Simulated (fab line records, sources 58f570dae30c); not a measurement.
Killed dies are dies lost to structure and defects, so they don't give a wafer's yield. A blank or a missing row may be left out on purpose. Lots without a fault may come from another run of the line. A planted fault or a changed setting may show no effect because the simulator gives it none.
fab line records | flow berkeley_cmos170 | part 1 of 2: steps 1 to 30 of 41
record lots=5 wafers=15 last_day=13
route steps=331 shown ZERO@8 NWELL@14 PWELL@34
lots that met no fault: from a run of the same line without faults
start_h: hours from the record's first day to the start of the lot's first wafer shown | wait_h: hours since the lot's step before | " the same as in the row above | L1.1+2: a row that stands for several wafers | - no value, or no start given | * or withheld: withheld | < > ~ a bound
route shown NAME@n: a module of which the file shows steps, and the number in the route of the first | usual: mean/standard deviation of fault-free wafers | same: alike in all rows | chamber/n: place in a boat | sites: the reading at each site | _std_site: their standard deviation | _edge_site: outer sites' mean less inner sites' | radius_mm: how far each site lies from the wafer's centre | mask NAME#n: copy n | behind: the tool/chamber that last shaped the wafer | hold: why the lot was held/for how many hours/how that ended | device: the transistor (n, p or np) that didn't switch | end of line: the same wafers' tests at the end of the route | a step without rows: its recipe alone | killed: dies lost to structure and defects at the first sort, not the wafer's yield | map: a wafer's dies, x killed, . not, _ none there
set.NAME: the setting as run; set.NAME@STEP: as run at that earlier step | model.NAME: the simulator's own value behind a step, which no gauge read
lots at some steps of the route; a table a step, a row a wafer
services: from which hour (start_h, from the record's first day; less than 0 if before it) a tool's chamber was out of use, for how many hours, and why
## steps
# step UCB170_ZERO_SOFTBAKE_02
# recipe resist=KrF temp_c=130 time_s=58.05
# columns lot.wafer tool chamber start_h wait_h
L079.1+4+6 litho_track-02 0 47.04 0.1
L089.1+2+6 litho_track-04 0 98.19 0.1
L095.4+5+6 litho_track-04 0 126.26 0.1
L097.3+4+5 litho_track-04 0 133.34 0.1
L096.2+3+6 litho_track-02 0 133.40 0.1
# step UCB170_ZERO_EXPOSE_03
# recipe mask_id=PM_MARKS na=0.5 sigma_outer=0.6 source_shape=conventional target_cd_nm=4000 dose_mj=30
# columns lot.wafer tool chamber start_h wait_h mask
L079.1+4+6 krf_scanner-01 0 47.32 0.3 PM_MARKS#0
L089.1+2+6 krf_scanner-02 0 98.38 0.2 PM_MARKS#0
L095.4+5+6 krf_scanner-02 0 126.39 0.1 PM_MARKS#0
L097.3+4+5 krf_scanner-02 0 133.47 0.1 PM_MARKS#0
L096.2+3+6 krf_scanner-01 0 133.70 0.3 PM_MARKS#0
# step UCB170_ZERO_PEB_04
# recipe peb_temp_c=130 peb_time_s=withheld resist=KrF
# columns lot.wafer tool chamber start_h wait_h
L079.1+4+6 litho_track-04 0 47.57 0.2
L089.1+2+6 litho_track-04 0 98.89 0.5
L095.4+5+6 litho_track-02 0 126.87 0.5
L096.2+3+6 litho_track-02 0 133.83 0.1
L097.3+4+5 litho_track-01 0 133.84 0.3
# step UCB170_ZERO_DEVELOP_05
# recipe developer=TMAH develop_time_s=45 resist=KrF dev_temp_c=21
# usual developer_temp_C=21.02/0.1
# columns lot.wafer tool chamber start_h wait_h developer_temp_C
L079.1 litho_track-04 0 - - 21.04
L079.4 " 0 " " 20.98
L079.6 " 0 " " 20.83
L089.1 litho_track-04 0 - - 21.07
L089.2 " 0 " " 21.04
L089.6 " 0 " " 21.08
L095.4 litho_track-02 0 - - 21.12
L095.5 " 0 " " 21.14
L095.6 " 0 " " 21.08
L096.2 litho_track-02 0 - - 20.88
L096.3 " 0 " " 20.99
L096.6 " 0 " " 20.90
L097.3 litho_track-01 0 - - 21.26
L097.4 " 0 " " 21.05
L097.5 " 0 " " 21.15
# step UCB170_ZERO_ETCH_06
# recipe chemistry=CHF3/CF4/Ar target=SiO2 time_s=12 pressure_mtorr=100 rf_w=500 CHF3_flow_sccm=50 cf4_flow_sccm=10 Ar_flow_sccm=120 over_etch_frac=1.58
# usual CHF3_flow_sccm=50.02/0.15 drypump_motor_current_A=5.7/0.54 oes_product_au=0.617/0.01 throttle_valve_pct=9.25/0.14
# columns lot.wafer tool chamber start_h wait_h CHF3_flow_sccm drypump_motor_current_A oes_product_au rf_hours_counter_h throttle_valve_pct
L079.1 rie_diel-03 0 47.85 - 50.27 6.3 0.635 104 9.23
L079.4 " 2 " " 49.88 6.3 0.629 - 9.18
L079.6 " 3 " " 49.99 5.0 0.602 - 9.33
L089.1 rie_diel-03 3 99.17 - 50.01 5.0 0.611 102 9.32
L089.2 " 0 " " 50.35 6.3 0.630 106 9.24
L089.6 " 2 " " 49.88 6.3 0.632 - 9.18
L095.4 rie_diel-02 1 127.09 - 50.32 5.2 0.602 - 9.22
L095.5 " 1 " " 50.35 5.2 0.614 - 9.24
L095.6 " 0 " " 49.78 5.5 0.604 - 9.46
L097.3 rie_diel-03 0 134.06 - 50.00 6.3 0.620 107 9.23
L097.4 " 2 " " 50.08 6.3 0.631 18 9.19
L097.5 " 0 " " 50.19 6.3 0.619 - 9.24
L096.2 rie_diel-03 0 134.09 - 49.84 6.3 0.630 107 9.25
L096.3 " 3 " " 49.96 5.0 0.607 104 9.32
L096.6 " 0 " " 50.03 6.3 0.628 - 9.25
# step UCB170_ZERO_STRIP_07
# recipe chemistry=O2 power_w=400 pressure_mtorr=3500 platen_temp_c=withheld o2_flow_sccm=400 overash_fraction=0.5
# usual drypump_motor_current_A=5.4/0.31 oes_product_au=0.727/0.0043 strip_time_to_endpoint_s=21.51/0.059
# same overash_fraction=0.5
# columns lot.wafer tool chamber start_h wait_h drypump_motor_current_A oes_product_au rf_hours_counter_h strip_time_to_endpoint_s
L079.1 plasma_asher-01 0 47.87 0.0 5.4 0.738 31 21.48
L079.4 " 1 " " 5.8 0.728 - 21.50
L079.6 " 1 " " 5.8 0.728 - 21.50
L089.1 plasma_asher-01 1 99.19 0.0 5.7 0.728 37 21.48
L089.2 " 0 " " 5.4 0.725 37 21.55
L089.6 " 0 " " 5.4 0.729 - 21.53
L095.4 plasma_asher-03 1 127.14 0.0 5.7 0.734 - 21.51
L095.5 " 1 " " 5.7 0.731 - 21.52
L095.6 " 0 " " 4.9 0.724 - 21.46
L096.2 plasma_asher-04 1 134.11 0.0 5.4 0.729 2 21.46
L096.3 " 1 " " 5.4 0.719 - 21.48
L096.6 " 1 " " 5.4 0.727 - 21.42
L097.3 plasma_asher-01 1 134.12 0.0 5.7 0.724 - 21.62
L097.4 " 0 " " 5.4 0.719 - 21.52
L097.5 " 0 " " 5.4 0.725 - 21.51
# step UCB170_NWELL_WET_ETCH_00
# recipe chemistry=dHF dilution=25:1 target=SiO2 temp_c=25 time_s=200
# columns lot.wafer tool chamber start_h wait_h
L079.1+4+6 wet_bench-02 3 47.98 0.1
L089.1+2+6 wet_bench-04 2 99.29 0.1
L095.4+5+6 wet_bench-02 1 127.21 0.0
L096.2+3+6 wet_bench-02 2 137.71 3.6
L097.3+4+5 wet_bench-02 2 137.71 3.6
# step UCB170_NWELL_OXIDATION_01
# recipe temp_c=1000 ambient=O2 target_thk_a=264 ox_time_s=1260
# usual tube_center_temp_C_max=1002.6/0.45
# columns lot.wafer tool chamber start_h wait_h tube_center_temp_C_max
L079.1 furnace-04 0 54.17 6.1 1002.5
L079.4 " 0 " " 1003.4
L079.6 " 0 " " 1003.7
L089.1 furnace-02 0 104.09 4.7 1002.8
L089.2 " 0 " " 1003.2
L089.6 " 0 " " 1003.0
L095.4 furnace-01 0 130.05 2.8 1003.0
L095.5 " 0 " " 1003.3
L095.6 " 0 " " 1002.6
L096.2 furnace-02 0 141.98 4.2 1002.9
L096.3 " 0 " " 1002.3
L096.6 " 0 " " 1002.7
L097.3 furnace-02 0 141.98 4.2 1002.8
L097.4 " 0 " " 1002.5
L097.5 " 0 " " 1002.6
# step UCB170_NWELL_THK_MEAS_02
# recipe reads=SiO2_of_NWELL_OXIDATION_01
# usual NWELL_OXIDE_THK=26.2/0.59
# columns lot.wafer tool chamber start_h wait_h NWELL_OXIDE_THK[nm]
L079.1 film_metro-04 - 55.52 0.0 26.7
L079.4 " - " " 26.5
L079.6 " - " " 26.4
L089.1 film_metro-04 - 105.44 0.0 26.4
L089.2 " - " " 26.3
L089.6 " - " " 25.7
L095.4 film_metro-03 - 131.43 0.0 26.3
L095.5 " - " " 26.6
L095.6 " - " " 26.2
L096.2 film_metro-03 - 143.34 0.0 26.3
L096.3 " - " " 26.4
L096.6 " - " " 26.7
L097.3 film_metro-04 - 143.35 0.0 27.0
L097.4 " - " " 27.0
L097.5 " - " " 27.1
# step UCB170_NWELL_ANNEAL_03
# recipe temp_c=1000 time_s=900 ambient=N2
# usual tube_center_temp_C_max=1002.5/0.38
# columns lot.wafer tool chamber start_h wait_h tube_center_temp_C_max
L079.1 furnace-01 0 62.50 7.0 1002.4
L079.4 " 0 " " 1002.2
L079.6 " 0 " " 1002.9
L089.1 furnace-04 0 108.69 3.2 1003.5
L089.2 " 0 " " 1003.1
L089.6 " 0 " " 1002.2
L095.4 furnace-04 0 136.23 4.8 1002.0
L095.5 " 0 " " 1002.2
L095.6 " 0 " " 1002.3
L096.2 furnace-02 0 147.58 4.2 1002.0
L096.3 " 0 " " 1002.2
L096.6 " 0 " " 1002.5
L097.3 furnace-02 0 147.58 4.2 1002.1
L097.4 " 0 " " 1001.9
L097.5 " 0 " " 1002.7
# step UCB170_NWELL_CVD_04
# recipe material=Si3N4 target_thk_nm=224 temp_c=800 precursor=SiH2Cl2/NH3 time_s=3360 pressure_mtorr=200 sih2cl2_flow_sccm=25 nh3_flow_sccm=75
# columns lot.wafer tool chamber start_h wait_h
L079.1+4+6 lpcvd-01 0 63.75 0.0
L089.1+2+6 lpcvd-01 1 109.94 0.0
L095.4+5+6 lpcvd-02 1 137.48 0.0
L096.2+3+6 lpcvd-01 0 148.83 0.0
L097.3+4+5 lpcvd-01 0 148.83 0.0
# step UCB170_NWELL_THK_MEAS_05
# recipe reads=Si3N4_of_NWELL_CVD_04
# usual NWELL_NITRIDE_THK=224.2/2.1
# columns lot.wafer tool chamber start_h wait_h NWELL_NITRIDE_THK[nm]
L079.1 film_metro-04 - 65.68 0.0 224.4
L079.4 " - " " 223.4
L079.6 " - " " 224.4
L089.1 film_metro-02 - 111.87 0.0 223.8
L089.2 " - " " 222.4
L089.6 " - " " 223.1
L095.4 film_metro-04 - 139.48 0.1 221.2
L095.5 " - " " 222.3
L095.6 " - " " 221.0
L096.2 film_metro-03 - 150.77 0.0 222.5
L096.3 " - " " 224.2
L096.6 " - " " 224.1
L097.3 film_metro-02 - 150.78 0.0 227.0
L097.4 " - " " 225.9
L097.5 " - " " 226.8
# step UCB170_NWELL_HMDS_06
# recipe prime_time_s=60 prime_temp_c=100
# columns lot.wafer tool chamber start_h wait_h
L079.1+4+6 litho_track-01 0 66.56 0.9
L089.1+2+6 litho_track-03 0 111.93 0.1
L095.4+5+6 litho_track-01 0 140.00 0.5
L097.3+4+5 litho_track-04 0 150.87 0.1
L096.2+3+6 litho_track-03 0 150.88 0.1
# step UCB170_NWELL_COAT_07
# recipe resist=KrF spin_rpm=1500 resist_thk_nm=900
# usual dispense_pressure_kPa=43.3/1.6
# columns lot.wafer tool chamber start_h wait_h dispense_pressure_kPa
L079.1 litho_track-01 0 66.71 0.1 44.1
L079.4 " 0 " " 44.2
L079.6 " 0 " " 44.1
L089.1 litho_track-03 0 112.08 0.1 41.8
L089.2 " 0 " " 41.8
L089.6 " 0 " " 41.8
L095.4 litho_track-01 0 140.15 0.1 44.1
L095.5 " 0 " " 44.1
L095.6 " 0 " " 44.1
L097.3 litho_track-04 0 151.02 0.1 45.8
L097.4 " 0 " " 45.8
L097.5 " 0 " " 45.8
L096.2 litho_track-03 0 151.03 0.1 41.8
L096.3 " 0 " " 41.8
L096.6 " 0 " " 41.8
# step UCB170_NWELL_SOFTBAKE_08
# recipe resist=KrF temp_c=130 time_s=60
# columns lot.wafer tool chamber start_h wait_h
L079.1+4+6 litho_track-01 0 66.86 0.1
L089.1+2+6 litho_track-03 0 112.23 0.1
L095.4+5+6 litho_track-01 0 140.30 0.1
L097.3+4+5 litho_track-04 0 151.17 0.1
L096.2+3+6 litho_track-03 0 151.18 0.1
# step UCB170_NWELL_EXPOSE_09
# recipe mask_id=NWELL target_cd_nm=3000 na=0.5 sigma_outer=0.6 source_shape=conventional dose_mj=25
# columns lot.wafer tool chamber start_h wait_h mask
L079.1+4+6 krf_scanner-01 0 67.14 0.2 NWELL#0
L089.1+2+6 krf_scanner-02 0 112.51 0.2 NWELL#0
L095.4+5+6 krf_scanner-02 0 140.61 0.3 NWELL#0
L097.3+4+5 krf_scanner-02 0 151.44 0.2 NWELL#0
L096.2+3+6 krf_scanner-02 0 151.53 0.3 NWELL#0
# step UCB170_NWELL_PEB_10
# recipe peb_temp_c=130 peb_time_s=withheld resist=KrF
# columns lot.wafer tool chamber start_h wait_h
L079.1+4+6 litho_track-04 0 67.96 0.8
L089.1+2+6 litho_track-03 0 112.62 0.1
L095.4+5+6 litho_track-03 0 140.78 0.1
L097.3+4+5 litho_track-01 0 151.59 0.1
L096.2+3+6 litho_track-03 0 151.66 0.1
# step UCB170_NWELL_DEVELOP_11
# recipe developer=TMAH develop_time_s=45 resist=KrF dev_temp_c=21
# usual developer_temp_C=20.98/0.099
# columns lot.wafer tool chamber start_h wait_h developer_temp_C
L079.1 litho_track-04 0 - - 21.02
L079.4 " 0 " " 21.14
L079.6 " 0 " " 21.00
L089.1 litho_track-03 0 - - 20.98
L089.2 " 0 " " 20.89
L089.6 " 0 " " 20.93
L095.4 litho_track-03 0 - - 20.97
L095.5 " 0 " " 21.12
L095.6 " 0 " " 20.94
L097.3 litho_track-01 0 - - 20.93
L097.4 " 0 " " 20.99
L097.5 " 0 " " 21.13
L096.2 litho_track-03 0 - - 20.88
L096.3 " 0 " " 21.10
L096.6 " 0 " " 21.03
# step UCB170_NWELL_OVL_MEAS_12
# usual NWELL_OVL=-3/6
# columns lot.wafer tool chamber start_h wait_h NWELL_OVL[nm]
L079.1 overlay-01 - 68.23 - -9
L079.4 " - " " -6
L079.6 " - " " -7
L089.1 overlay-01 - 112.90 - -5
L089.2 " - " " 5
L089.6 " - " " -7
L095.4 overlay-02 - 141.00 - -12
L095.5 " - " " -6
L095.6 " - " " -13
L097.3 overlay-01 - 151.83 - -1
L097.4 " - " " -3
L097.5 " - " " 0
L096.2 overlay-02 - 151.91 - 2
L096.3 " - " " 3
L096.6 " - " " 5
# step UCB170_NWELL_ETCH_13
# recipe chemistry=CH3F/Ar/O2 target=Si3N4 stop_on=SiO2 CH3F_flow_sccm=20 Ar_flow_sccm=50 O2_flow_sccm=7 pressure_mtorr=50 rf_w=450 target_depth_a=2464 over_etch_frac=0.1 time_s=154
# usual drypump_motor_current_A=5.5/0.44 oes_product_au=0.940/0.014 throttle_valve_pct=8.04/0.14
# columns lot.wafer tool chamber start_h wait_h drypump_motor_current_A oes_product_au rf_hours_counter_h throttle_valve_pct
L079.1 rie_diel-01 3 68.27 0.0 5.0 0.933 114 7.92
L079.4 " 1 " " 6.2 0.950 120 7.94
L079.6 " 3 " " 5.0 0.922 - 7.91
L089.1 rie_diel-01 0 112.93 0.0 5.4 0.951 113 8.16
L089.2 " 3 " " 4.9 0.920 116 7.91
L089.6 " 0 " " 5.4 0.951 - 8.16
L095.4 rie_diel-02 3 141.01 0.0 6.2 0.941 73 7.83
L095.5 " 1 " " 5.2 0.920 - 8.05
L095.6 " 2 " " 6.1 0.946 - 7.91
L097.3 rie_diel-04 0 151.85 0.0 5.6 0.935 129 7.92
L097.4 " 3 " " 4.8 0.942 - 8.25
L097.5 " 2 " " 5.7 0.943 - 8.14
L096.2 rie_diel-01 0 151.94 0.0 5.4 0.945 114 8.16
L096.3 " 3 " " 5.0 0.931 118 7.90
L096.6 " 0 " " 5.4 0.947 - 8.16
# step UCB170_NWELL_IMPLANT_14
# recipe species=P dose_cm2=1e+13 energy_kev=150 tilt_deg=7
# usual end_station_pressure_torr=5.03e-06/2.7e-07
# columns lot.wafer tool chamber start_h wait_h end_station_pressure_torr
L079.1 implanter-04 0 68.37 0.1 5.41e-06
L079.4 " 0 " " 5.04e-06
L079.6 " 0 " " 5.32e-06
L089.1 implanter-04 0 113.04 0.1 5.19e-06
L089.2 " 0 " " 5.44e-06
L089.6 " 0 " " 5.04e-06
L095.4 implanter-04 0 141.19 0.1 5.05e-06
L095.5 " 0 " " 5.12e-06
L095.6 " 0 " " 5.46e-06
L097.3 implanter-02 0 152.00 0.1 4.8e-06
L097.4 " 0 " " 5.05e-06
L097.5 " 0 " " 5.03e-06
L096.2 implanter-04 0 152.07 0.1 5e-06
L096.3 " 0 " " 5.07e-06
L096.6 " 0 " " 5e-06
# step UCB170_NWELL_STRIP_15
# recipe chemistry=O2 power_w=400 pressure_mtorr=3500 platen_temp_c=withheld o2_flow_sccm=400 overash_fraction=0.5
# usual drypump_motor_current_A=5.27/0.3 oes_product_au=0.721/0.0049 strip_time_to_endpoint_s=18.04/0.098
# same overash_fraction=0.5
# columns lot.wafer tool chamber start_h wait_h drypump_motor_current_A oes_product_au rf_hours_counter_h strip_time_to_endpoint_s
L079.1 plasma_asher-03 0 68.52 0.1 4.89 0.722 27 18.18
L079.4 " 1 " " 5.69 0.728 - 18.07
L079.6 " 0 " " 4.87 0.715 - 18.13
L089.1 plasma_asher-02 0 113.19 0.1 5.16 0.727 40 18.17
L089.2 " 1 " " 5.07 0.720 40 18.22
L089.6 " 0 " " 5.18 0.726 - 18.22
L095.4 plasma_asher-02 0 141.30 0.1 5.19 0.722 - 18.07
L095.5 " 0 " " 5.20 0.717 - 17.99
L095.6 " 1 " " 5.06 0.726 - 17.95
L097.3 plasma_asher-03 0 152.14 0.1 4.85 0.713 - 17.87
L097.4 " 1 " " 5.73 0.723 - 18.02
L097.5 " 0 " " 4.84 0.719 - 17.90
L096.2 plasma_asher-04 1 152.19 0.1 5.45 0.727 3 18.18
L096.3 " 1 " " 5.43 0.718 - 18.13
L096.6 " 1 " " 5.44 0.721 - 18.11
# step UCB170_NWELL_TW_MEAS_16
# usual NWELL_TW=1245/12
# columns lot.wafer tool chamber start_h wait_h NWELL_TW
L079.1 film_metro-02 - 68.62 0.1 1251
L079.4 " - " " 1248
L079.6 " - " " 1249
L089.1 film_metro-02 - 113.29 0.1 1247
L089.2 " - " " 1244
L089.6 " - " " 1240
L095.4 film_metro-04 - 141.40 0.1 1258
L095.5 " - " " 1255
L095.6 " - " " 1253
L097.3 film_metro-03 - 152.22 0.1 1225
L097.4 " - " " 1226
L097.5 " - " " 1225
L096.2 film_metro-02 - 152.30 0.1 1246
L096.3 " - " " 1245
L096.6 " - " " 1241
# step UCB170_NWELL_CLEAN_17
# recipe chemistry=SPM temp_c=120 time_s=600
# columns lot.wafer tool chamber start_h wait_h
L079.1+4+6 wet_bench-02 1 68.68 0.1
L089.1+2+6 wet_bench-03 2 113.56 0.3
L095.4+5+6 wet_bench-03 0 141.43 0.0
L097.3+4+5 wet_bench-02 1 152.26 0.0
L096.2+3+6 wet_bench-03 2 152.38 0.1
# step UCB170_NWELL_WET_ETCH_18
# recipe chemistry=H3PO4 target=Si3N4 temp_c=160 time_s=14400
# columns lot.wafer tool chamber start_h wait_h
L079.1+4+6 wet_bench-04 3 68.87 0.0
L089.1+2+6 wet_bench-03 1 113.93 0.2
L095.4+5+6 wet_bench-03 1 141.60 0.0
L097.3+4+5 wet_bench-02 0 152.45 0.0
L096.2+3+6 wet_bench-03 3 152.73 0.2
# step UCB170_NWELL_WET_ETCH_19
# recipe chemistry=BOE dilution=5:1 target=SiO2 temp_c=25 time_s=22
# columns lot.wafer tool chamber start_h wait_h
L079.1+4+6 wet_bench-02 2 73.68 0.8
L089.1+2+6 wet_bench-03 1 117.93 0.0
L095.4+5+6 wet_bench-04 2 145.61 0.0
L097.3+4+5 wet_bench-04 3 156.46 0.0
L096.2+3+6 wet_bench-04 1 156.74 0.0
# step UCB170_PWELL_CLEAN_00
# recipe chemistry=SPM temp_c=120 time_s=600
# columns lot.wafer tool chamber start_h wait_h
L079.1+4+6 wet_bench-03 1 74.90 1.2
L089.1+2+6 wet_bench-03 3 117.95 0.0
L095.4+5+6 wet_bench-04 2 145.63 0.0
L097.3+4+5 wet_bench-04 1 156.48 0.0
L096.2+3+6 wet_bench-04 3 156.76 0.0
# step UCB170_PWELL_CLEAN_01
# recipe chemistry=dHF dilution=25:1 time_s=60
# columns lot.wafer tool chamber start_h wait_h
L079.1+4+6 wet_bench-03 0 75.33 0.3
L089.1+2+6 wet_bench-03 2 118.12 0.0
L095.4+5+6 wet_bench-03 3 145.82 0.0
L097.3+4+5 wet_bench-04 3 156.67 0.0
L096.2+3+6 wet_bench-02 3 156.95 0.0
# step UCB170_PWELL_OXIDATION_02
# recipe temp_c=1000 ambient=O2 target_thk_a=264 ox_time_s=1260
# usual tube_center_temp_C_max=1002.5/0.37
# columns lot.wafer tool chamber start_h wait_h tube_center_temp_C_max
L079.1 furnace-01 0 79.43 4.1 1002.1
L079.4 " 0 " " 1002.6
L079.6 " 0 " " 1002.9
L089.1 furnace-04 0 121.94 3.8 1002.2
L089.2 " 0 " " 1002.7
L089.6 " 0 " " 1003.3
L095.4 furnace-01 0 150.33 4.5 1003.1
L095.5 " 0 " " 1002.7
L095.6 " 0 " " 1002.9
L096.2 furnace-02 0 159.18 2.2 1002.3
L096.3 " 0 " " 1002.8
L096.6 " 0 " " 1002.6
L097.3 furnace-02 0 159.18 2.5 1002.5
L097.4 " 0 " " 1003.0
L097.5 " 0 " " 1002.6
# step UCB170_PWELL_THK_MEAS_03
# recipe reads=SiO2_of_PWELL_OXIDATION_02
# usual PWELL_OXIDE_THK=26.2/0.44
# columns lot.wafer tool chamber start_h wait_h PWELL_OXIDE_THK[nm]
L079.1 film_metro-03 - 80.78 0.0 25.9
L079.4 " - " " 25.9
L079.6 " - " " 25.7
L089.1 film_metro-03 - 123.29 0.0 25.9
L089.2 " - " " 25.3
L089.6 " - " " 25.6
L095.4 film_metro-04 - 151.77 0.1 26.4
L095.5 " - " " 26.3
L095.6 " - " " 26.2
L096.2 film_metro-01 - 160.54 0.0 25.8
L096.3 " - " " 26.6
L096.6 " - " " 26.0
L097.3 film_metro-04 - 160.55 0.0 26.0
L097.4 " - " " 26.2
L097.5 " - " " 26.2
